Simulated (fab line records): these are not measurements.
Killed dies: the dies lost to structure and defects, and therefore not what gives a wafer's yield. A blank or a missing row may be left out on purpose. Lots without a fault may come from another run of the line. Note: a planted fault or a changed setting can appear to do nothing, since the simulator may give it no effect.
Which tool is to blame? | flow berkeley cmos170 | Sampling: 14 lots, 42 wafers, 6 of 331 route steps

WHAT THE GAUGES SHOWED, per wafer
UCB170_PLDD_TW_MEAS_11.
lot  | measured     | on            | PLDD_TW
L845 | day 7 14:49  | film metro-04 | 1021 1023 1018
L847 | day 7 23:58  | film metro-04 | 1018 1009 1015
L848 | day 8 00:40  | film metro-04 | 1017 1021 1016
L846 | day 8 00:58  | film metro-01 | 1006 1010 1010
L849 | day 8 01:56  | film metro-01 | 1004 1007 1009
L850 | day 8 08:43  | film metro-01 | 1005 1008 1007
L852 | day 8 23:08  | film metro-04 | 1019 1021 1016
L851 | day 8 23:32  | film metro-01 | 1005 1009 1008
L853 | day 8 23:49  | film metro-04 | 1015 1020 1016
L854 | day 9 13:10  | film metro-03 | 1018 1016 1014
L860 | day 10 16:10 | film metro-04 | 960 970 962 967 966 965
L861 | day 11 07:07 | film metro-04 | 959 967 959 965 964 963
L866 | day 11 22:51 | film metro-03 | 1012 1012 1018
L867 | day 12 09:21 | film metro-03 | 1014 1012 1012

UCB170_NLDD_CD_MEAS_06: the cd target is 1200 nm.
lot  | measured     | on        | cd nm (nm)
L845 | day 7 16:13  | cd sem-01 | 1199.1 1199.8 1200.2
L847 | day 8 03:37  | cd sem-01 | 1199.5 1199.5 1198.0
L848 | day 8 03:51  | cd sem-01 | 1199.3 1199.7 1200.9
L846 | day 8 04:34  | cd sem-01 | 1199.6 1199.3 1199.8
L849 | day 8 05:21  | cd sem-01 | 1201.6 1201.3 1201.6
L850 | day 8 11:11  | cd sem-01 | 1200.0 1200.3 1201.3
L852 | day 9 00:39  | cd sem-01 | 1197.9 1199.6 1198.8
L851 | day 9 00:58  | cd sem-01 | 1199.7 1199.1 1200.7
L853 | day 9 01:14  | cd sem-01 | 1201.4 1200.9 1200.3
L854 | day 9 16:07  | cd sem-01 | 1199.1 1198.8 1200.3
L860 | day 10 21:44 | cd sem-01 | 1201.4 1200.1 1199.4
L861 | day 11 18:53 | cd sem-02 | 1200.1 1201.2 1201.5
L866 | day 12 00:41 | cd sem-02 | 1197.6 1199.4 1199.0
L867 | day 12 10:32 | cd sem-01 | 1201.4 1202.0 1201.5

UCB170_PSD_TW_MEAS_10.
lot  | measured     | on            | PSD_TW
L845 | day 8 02:32  | film metro-04 | 2345 2365 2351
L847 | day 8 11:05  | film metro-04 | 2356 2352 2329
L848 | day 8 10:50  | film metro-03 | 2343 2357 2342
L846 | day 8 11:17  | film metro-01 | 2322 2327 2303
L849 | day 8 13:24  | film metro-01 | 2317 2318 2318
L850 | day 8 18:25  | film metro-04 | 2361 2362 2342
L852 | day 9 09:52  | film metro-03 | 2343 2343 2342
L851 | day 9 09:59  | film metro-01 | 2297 2289 2297
L853 | day 9 10:07  | film metro-04 | 2326 2335 2330
L854 | day 9 23:32  | film metro-01 | 2297 2304 2293
L860 | day 11 04:02 | film metro-01 | 2304 2307 2291
L861 | day 12 00:28 | film metro-01 | 2297 2301 2295
L866 | day 12 09:42 | film metro-03 | 2328 2335 2324
L867 | day 12 21:31 | film metro-04 | 2361 2339 2350

UCB170_SDANNEAL_RS_MEAS_04: measurement is done with a four-point probe.
lot  | measured     | on            | PLDD_RS (ohm/sq)
L845 | day 8 08:21  | film metro-01 | 1027.6 1029.0 1027.0
L847 | day 8 18:43  | film metro-04 | 1032.3 1033.8 1034.2
L848 | day 8 18:33  | film metro-03 | 1033.8 1034.8 1032.6
L846 | day 8 19:30  | film metro-01 | 1030.5 1027.1 1030.0
L849 | day 8 19:13  | film metro-04 | 1032.3 1031.6 1032.4
L850 | day 8 21:37  | film metro-04 | 1034.7 1032.3 1034.4
L852 | day 9 17:33  | film metro-01 | 1032.1 1028.8 1028.6
L851 | day 9 17:45  | film metro-04 | 1027.5 1029.2 1031.6
L853 | day 9 18:07  | film metro-01 | 1029.5 1030.0 1032.0
L854 | day 10 03:01 | film metro-04 | 1030.6 1031.4 1034.8
L860 | day 11 08:26 | film metro-04 | 1190.9 1190.5 1189.8 1189.9 1187.4 1190.8
L861 | day 12 04:29 | film metro-01 | 1196.9 1191.7 1190.3 1194.3 1193.6 1191.9
L866 | day 12 12:46 | film metro-01 | 1026.4 1027.8 1026.6
L867 | day 13 00:58 | film metro-04 | 1031.7 1031.0 1030.1

WHAT TOOL EACH LOT RAN ON (gives the tool, then ch and the chambers of the sampled wafers, and finally the start)
lot  | UCB170_GATE_ETCH_14                | UCB170_PLDD_IMPLANT_09
L845 | rie diel-04 ch 2,3, day 7 12:25    | implanter-02 ch 0, day 7 14:34
L847 | rie diel-02 ch 0,1,3, day 7 21:29  | implanter-02 ch 0, day 7 23:42
L848 | rie diel-04 ch 0,1,2, day 7 21:53  | implanter-03 ch 0, day 8 00:25
L846 | rie diel-01 ch 0,1, day 7 22:01    | implanter-02 ch 0, day 8 00:43
L849 | rie diel-04 ch 0,1,2, day 7 22:29  | implanter-03 ch 0, day 8 01:41
L850 | rie diel-01 ch 0,1,3, day 8 05:03  | implanter-03 ch 0, day 8 08:29
L852 | rie diel-01 ch 1,2,3, day 8 20:40  | implanter-03 ch 0, day 8 22:53
L851 | rie diel-04 ch 1,2, day 8 21:08    | implanter-02 ch 0, day 8 23:17
L853 | rie diel-02 ch 1,2,3, day 8 21:22  | implanter-03 ch 0, day 8 23:35
L854 | rie diel-04 ch 0,1,3, day 9 09:23  | implanter-03 ch 0, day 9 12:57
L860 | rie diel-01 ch 1,2, day 10 13:38   | implanter-02 ch 0, day 10 15:55
L861 | rie diel-01 ch 0,2,3, day 11 04:05 | implanter-02 ch 0, day 11 06:53
L866 | rie diel-02 ch 0,3, day 11 19:37   | implanter-04 ch 0, day 11 22:39
L867 | rie diel-02 ch 2,3, day 12 06:43   | implanter-03 ch 0, day 12 09:06
- UCB170_GATE_ETCH_14: etches BARC in N2/H2.
- UCB170_PLDD_IMPLANT_09

AS READ BY THE TOOLS THEMSELVES (means over the sampled wafers that have a number; for cases with no such wafer, the mark the record gives instead)
UCB170_GATE_ETCH_14.
lot  | tool        | drypump motor current A (A) | oes product au (a.u.) | rf fwd power W (W) | throttle valve pct (%)
L845 | rie diel-04 | 6.3                         | 1.004                 | 495.7              | 13.30
L847 | rie diel-02 | 6.2                         | 0.999                 | 496.0              | 13.33
L848 | rie diel-04 | 5.6                         | 1.018                 | 493.5              | 13.26
L846 | rie diel-01 | 6.4                         | 1.006                 | 492.8              | 13.20
L849 | rie diel-04 | 5.6                         | 1.014                 | 494.4              | 13.26
L850 | rie diel-01 | 5.8                         | 1.003                 | 494.1              | 13.21
L852 | rie diel-01 | 5.6                         | 0.992                 | 491.8              | 13.23
L851 | rie diel-04 | 5.7                         | 1.022                 | 493.2              | 13.30
L853 | rie diel-02 | 6.1                         | 1.001                 | 495.7              | 13.36
L854 | rie diel-04 | 5.8                         | 1.008                 | 493.0              | 13.26
L860 | rie diel-01 | 6.0                         | 0.996                 | 493.6              | 13.17
L861 | rie diel-01 | 5.7                         | 0.995                 | 494.7              | 13.28
L866 | rie diel-02 | 6.0                         | 1.008                 | 494.7              | 13.44
L867 | rie diel-02 | 5.9                         | 1.018                 | 495.4              | 13.47

UCB170_PLDD_IMPLANT_09.
lot  | tool         | beam energy keV | dose ions cm2 | faraday current uA
L845 | implanter-02 | 10.002          | 5e+13         | 161
L847 | implanter-02 | 9.997           | 5e+13         | 162
L848 | implanter-03 | 9.998           | 5e+13         | 152
L846 | implanter-02 | 10.004          | 5e+13         | 159
L849 | implanter-03 | 9.998           | 5e+13         | 154
L850 | implanter-03 | 9.998           | 5e+13         | 154
L852 | implanter-03 | 9.997           | 5e+13         | 155
L851 | implanter-02 | 10.001          | 5e+13         | 158
L853 | implanter-03 | 10.001          | 5e+13         | 150
L854 | implanter-03 | 10.002          | 5e+13         | 152
L860 | implanter-02 | 9.998           | 3e+13         | 106
L861 | implanter-02 | 10.005          | 3e+13         | 107
L866 | implanter-04 | 10.002          | 5e+13         | 158
L867 | implanter-03 | 10.002          | 5e+13         | 151

THE ANSWER, worked out from the rows above alone
Rule: what is usual is taken from the lots themselves. The widest of any qualifying gaps counts: lots, ordered by their means at a reading, are off when they make up no more than a third of the lots, leave a main group of 4 or more, and stand apart from it by 3 or more times the standard deviation of that group's means. A main group whose means are all the same, to the digits that the tables above print for the reading, isn't used. Also off: a lot with no number at a reading for which 4 or more lots have one. The other lots that the step has rows for count as sound. The gauges are gone through in route order, then the tools' own readings, and for those a lot's mean is taken as printed above. The first step at which some lot is off is used, and at that step the reading that is off furthest; a lot without a number counts as furthest.
Off: at UCB170_PLDD_TW_MEAS_11 (PLDD_TW), L860, L861. The main group has a mean of 1013 with a standard deviation of 4.8.
If a tool, at a process step before that reading, ran all the lots that are off and no sound lot after the first of them, it fits. The gauges at UCB170_PLDD_TW_MEAS_11 aren't tried: what is off there is off at UCB170_PLDD_IMPLANT_09 too, on other tools, and a gauge's error can't cause that. This does not decide it: 2 tools fit, namely rie diel-01 at UCB170_GATE_ETCH_14 and implanter-02 at UCB170_PLDD_IMPLANT_09.

WHAT WAS PUT IN BY THE SIMULATOR
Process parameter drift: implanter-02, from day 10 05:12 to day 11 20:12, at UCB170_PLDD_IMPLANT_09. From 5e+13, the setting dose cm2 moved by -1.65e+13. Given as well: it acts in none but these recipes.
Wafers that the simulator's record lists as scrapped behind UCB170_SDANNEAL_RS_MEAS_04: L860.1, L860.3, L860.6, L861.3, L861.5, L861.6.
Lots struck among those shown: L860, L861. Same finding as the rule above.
